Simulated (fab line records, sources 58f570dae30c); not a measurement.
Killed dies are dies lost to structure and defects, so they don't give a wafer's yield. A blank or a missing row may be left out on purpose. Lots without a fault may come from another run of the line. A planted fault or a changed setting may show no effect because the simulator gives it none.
One fault seen from 2 desks | flow berkeley_cmos170 | each desk has only its own numbers; what lay behind them comes last

THE TOOL OWNER'S DESK: litho_track-04
The tool's own readings at UCB170_PWELL_COAT_08 (resist thk 900 nm): means of the sampled wafers that have a number, for each lot that ran on this tool. A lot is out of limits, marked OUT, if its mean lies more than 4 standard deviations from the usual mean; the brackets give that distance.
Columns: A = spin_speed_rpm at UCB170_PWELL_COAT_08, usual 1499.9 rpm
lot  | first seen here | A
L778 | day 3 21:05     | 1500.2
L783 | day 4 14:07     | 1499.1
L791 | day 6 16:06     | 1277.1 (-99 or more) OUT
L793 | day 7 02:48     | 1277.7 (-99 or more) OUT
L795 | day 7 16:29     | 1277.6 (-99 or more) OUT
This desk's finding: out of limits on L791, L793, L795; first on L791, day 6 16:06 (spin_speed_rpm at UCB170_PWELL_COAT_08). In limits: L778, L783.

THE METROLOGY DESK
What the gauges read, lot by lot, whatever tool the lot ran on: means of the sampled wafers that have a number. A lot is out of limits, marked OUT, if its mean lies more than 4 standard deviations from the usual mean; the brackets give that distance.
Columns: A = INCOMING_BOW at UCB170_START_BOW_MEAS_00, usual -1 um; B = NWELL_OXIDE_THK at UCB170_NWELL_THK_MEAS_02, usual 26.6 nm; C = PWELL_NITRIDE_THK at UCB170_PWELL_THK_MEAS_06, usual 220.3 nm
lot  | first seen here | A  | B    | C
L775 | day 1 10:00     | 3  | 26.1 | 220.3
L776 | day 1 15:00     | -3 | 26.8 | 218.7
L778 | day 2 01:01     | 1  | 26.3 | 219.8
L779 | day 2 06:01     | -2 | 26.7 | 219.2
L780 | day 2 11:00     | 1  | 26.5 | 219.0
L781 | day 2 16:01     | -1 | 26.3 | 218.1
L783 | day 3 02:00     | 0  | 26.3 | 219.4
L787 | day 3 22:01     | -4 | 27.1 | 222.0
L789 | day 4 08:01     | -5 | 26.0 | 223.9
L791 | day 4 18:01     | -4 | 26.3 | 221.0
L793 | day 5 04:01     | -4 | 26.0 | 220.9
L795 | day 5 14:00     | -2 | 26.6 | 222.4
L796 | day 5 19:01     | -6 | 27.3 | 222.2
L797 | day 6 00:00     | 4  | 27.3 | 221.5
L798 | day 6 05:01     | 5  | 26.9 | 221.0
This desk's finding: nothing out of limits on any of the 15 lots.

PUT TOGETHER
The tool owner's desk could have raised an alarm at day 6 16:06, on L791, L793, L795.
The metrology desk saw nothing out of limits.
The metrology desk has L791, L793, L795 on record, within its limits.
Of the lots named, all ran UCB170_PWELL_COAT_08 on litho_track-04.

WHAT THE SIMULATOR HAD PUT IN
Process parameter drift: litho_track-04, from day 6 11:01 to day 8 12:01, at UCB170_PWELL_COAT_08. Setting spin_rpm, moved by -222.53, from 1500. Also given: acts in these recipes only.
Lots struck among those shown: L791, L793, L795.
Hours from the fault's start to each desk's first reading out of limits: the tool owner's desk, 5.
